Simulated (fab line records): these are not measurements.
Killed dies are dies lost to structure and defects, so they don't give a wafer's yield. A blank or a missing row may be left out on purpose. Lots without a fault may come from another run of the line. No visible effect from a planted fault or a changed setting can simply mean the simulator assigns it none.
8D (eight disciplines) problem report, filled in by code	flow berkeleyCmos170	the parts of the form that need people (team, actions taken, sign-off) are left out

== 1. THE ISSUE ==
Mean SPACER_TEOS_THK at UCB170_SPACER_THK_MEAS_01: 233 nm over 6 wafers in 2 lots; fault-free wafers: 375 nm, standard deviation 4.4. That puts it -32 standard deviations away from the usual mean.
First observed at day 9 14:13: wafer L572.1, on filmMetro-03. At this step, 42 wafers from 14 lots have a number in the record. By rule, "out" or "out of limits" means more than 4 standard deviations away from the usual mean. The rest of the wafers with a number are treated as sound.

== 2. WHAT IT IS, AND WHAT IT ISN'T ==
question	is	is not
which readings at this step	SPACER_TEOS_THK	-
which lots	L572, L575	L557, L558, L559, L560, L562, L563, L564, L565, L568, L577, L579, L580
which wafers of those lots	all that have a number	-
read on which gauges	filmMetro-03	filmMetro-01, filmMetro-02
when	from day 9 14:13	up to then (27 sound wafers); but 9 sound wafers of L577, L579, L580 came after

== 3. THE SUSPECTS, EACH WITH WHAT RULES IT OUT ==
Counting: a tool at any process step up to the reading remains a suspect when it ran all the lots that are out and ran no sound lot after the first of those.
- the gauge at UCB170_SPACER_THK_MEAS_01 is ruled out. All the wafers that are out were read on filmMetro-03, but those of them that UCB170_SPACER_ETCHBACK_03 has rows for are out there too, on other tools.
- pecvd-02 at UCB170_SPACER_CVD_00 (deposits SiO2 from TEOS/O2, target thk 376 nm, time 47 s): kept. It processed each lot that is out, first L572 at day 9 14:10, and no sound lot thereafter; up to then, the last sound lot it processed was L568 at day 8 12:46.
After counting, what remains is pecvd-02 at UCB170_SPACER_CVD_00.

== 4. THE CAUSE (what the simulator had put in) ==
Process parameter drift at UCB170_SPACER_CVD_00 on pecvd-02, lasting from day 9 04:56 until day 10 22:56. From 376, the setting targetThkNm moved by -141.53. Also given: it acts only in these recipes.
The count eliminated every tool but this one.

== 5. THE EFFECT CHAIN, in route order ==
Each row: a reading whose mean over the struck wafers that have a number lies more than 3 standard deviations from the usual. Readings are gone through only where the record gives a usual standard deviation; hours: the median, over the lots, of the time from a lot's start at the first step in this table giving one to that lot's start at this step; sigmas: the change measured in usual standard deviations.
hours	step	reading	usual	on struck wafers	change	sigmas
0	UCB170_SPACER_THK_MEAS_01	SPACER_TEOS_THK	375 nm	233	-142	-32
6	UCB170_SPACER_ETCHBACK_03	oesProductAu	0.899 a.u.	0.663	-0.236	-12
Its process steps:
- UCB170_SPACER_ETCHBACK_03: etches SiO2 in CHF3/CF4/Ar, stops on Si, target depth 376 nm, time 100 s.
Later steps that measure or inspect, where all struck wafers having a row at the step show a number for every such reading and not one has moved that far: UCB170_NSD_OVL_MEAS_07.

== 6. HOW IT WOULD HAVE BEEN CAUGHT EARLIER ==
The first out-of-limits reading at a measuring or inspecting step in this record came at day 9 14:13, 9 hours after the fault's start at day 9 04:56.
Tool readings at UCB170_SPACER_CVD_00 with a usual standard deviation given in the record: none out on any struck wafer, hence no alarm at a limit of 4 standard deviations on them.
Lots out: 2; of these, L575 started UCB170_SPACER_CVD_00 on pecvd-02 after day 9 14:13. It would have been spared by a hold on the tool at that moment.
